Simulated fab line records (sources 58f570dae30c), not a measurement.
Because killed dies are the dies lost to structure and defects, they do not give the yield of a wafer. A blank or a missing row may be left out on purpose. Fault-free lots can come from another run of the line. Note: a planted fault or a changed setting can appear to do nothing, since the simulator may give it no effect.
Which tool was responsible? / flow berkeley_cmos170 / route of 331 steps, sampled at 1 step: 15 lots, 45 wafers

## WHAT THE GAUGES READ, wafer by wafer
UCB170_GATE_CD_MEAS_12: target cd 350 nm. Usual: cd_nm reads 350.0 nm (standard deviation 1.2).
lot=L335; measured=day 6 21:25; on=cd_sem-01; cd_nm (nm)=349.3 349.9 350.9; flag=
lot=L336; measured=day 6 21:39; on=cd_sem-02; cd_nm (nm)=351.2 352.5 352.5; flag=
lot=L337; measured=day 7 05:47; on=cd_sem-01; cd_nm (nm)=350.4 349.2 349.8; flag=
lot=L340; measured=day 7 16:32; on=cd_sem-01; cd_nm (nm)=350.4 350.3 349.9; flag=
lot=L342; measured=day 7 17:07; on=cd_sem-02; cd_nm (nm)=350.7 349.6 349.7; flag=
lot=L341; measured=day 7 17:20; on=cd_sem-01; cd_nm (nm)=350.3 350.1 350.0; flag=
lot=L343; measured=day 8 02:55; on=cd_sem-01; cd_nm (nm)=349.4 349.3 349.0; flag=
lot=L351; measured=day 10 06:37; on=cd_sem-01; cd_nm (nm)=347.1 347.5 347.3; flag=
lot=L350; measured=day 10 06:41; on=cd_sem-01; cd_nm (nm)=348.5 349.7 350.7; flag=
lot=L349; measured=day 10 06:41; on=cd_sem-02; cd_nm (nm)=351.4 351.5 351.2; flag=
lot=L352; measured=day 10 06:52; on=cd_sem-01; cd_nm (nm)=349.1 348.8 348.4; flag=
lot=L353; measured=day 10 07:00; on=cd_sem-01; cd_nm (nm)=349.9 349.8 349.1; flag=
lot=L354; measured=day 10 23:25; on=cd_sem-02; cd_nm (nm)=350.1 351.4 351.7; flag=
lot=L355; measured=day 10 23:41; on=cd_sem-02; cd_nm (nm)=351.7 352.1 350.3; flag=
lot=L356; measured=day 10 23:48; on=cd_sem-02; cd_nm (nm)=351.3 350.5 352.9; flag=

## EACH LOT AND THE TOOL THAT RAN IT (in order: tool; ch and the chambers of the sampled wafers; start)
There is no process step in the record ahead of these readings.

## WHAT THE TOOLS THEMSELVES READ (means of the sampled wafers that have a number; where no wafer has one, the mark that the record gives instead)
The record holds no such reading with a usual standard deviation.

## THE ANSWER, worked out from the rows above alone
Rule: a lot counts as off when the mean over its wafers that have a number is more than 3 standard deviations away from the usual mean. Also off: a lot with no number at a reading for which 4 or more lots have one. Where the step has rows for the other lots, those lots are counted as sound. After the gauges, taken in route order, come the tools' own readings; for these a lot's mean is taken, as printed above. The first step at which some lot is off is used, and at that step the reading that is off furthest; a lot without a number counts as furthest.
Nothing can be told from this: no lot is off at any reading shown.

## WHAT THE SIMULATOR HAD INSERTED
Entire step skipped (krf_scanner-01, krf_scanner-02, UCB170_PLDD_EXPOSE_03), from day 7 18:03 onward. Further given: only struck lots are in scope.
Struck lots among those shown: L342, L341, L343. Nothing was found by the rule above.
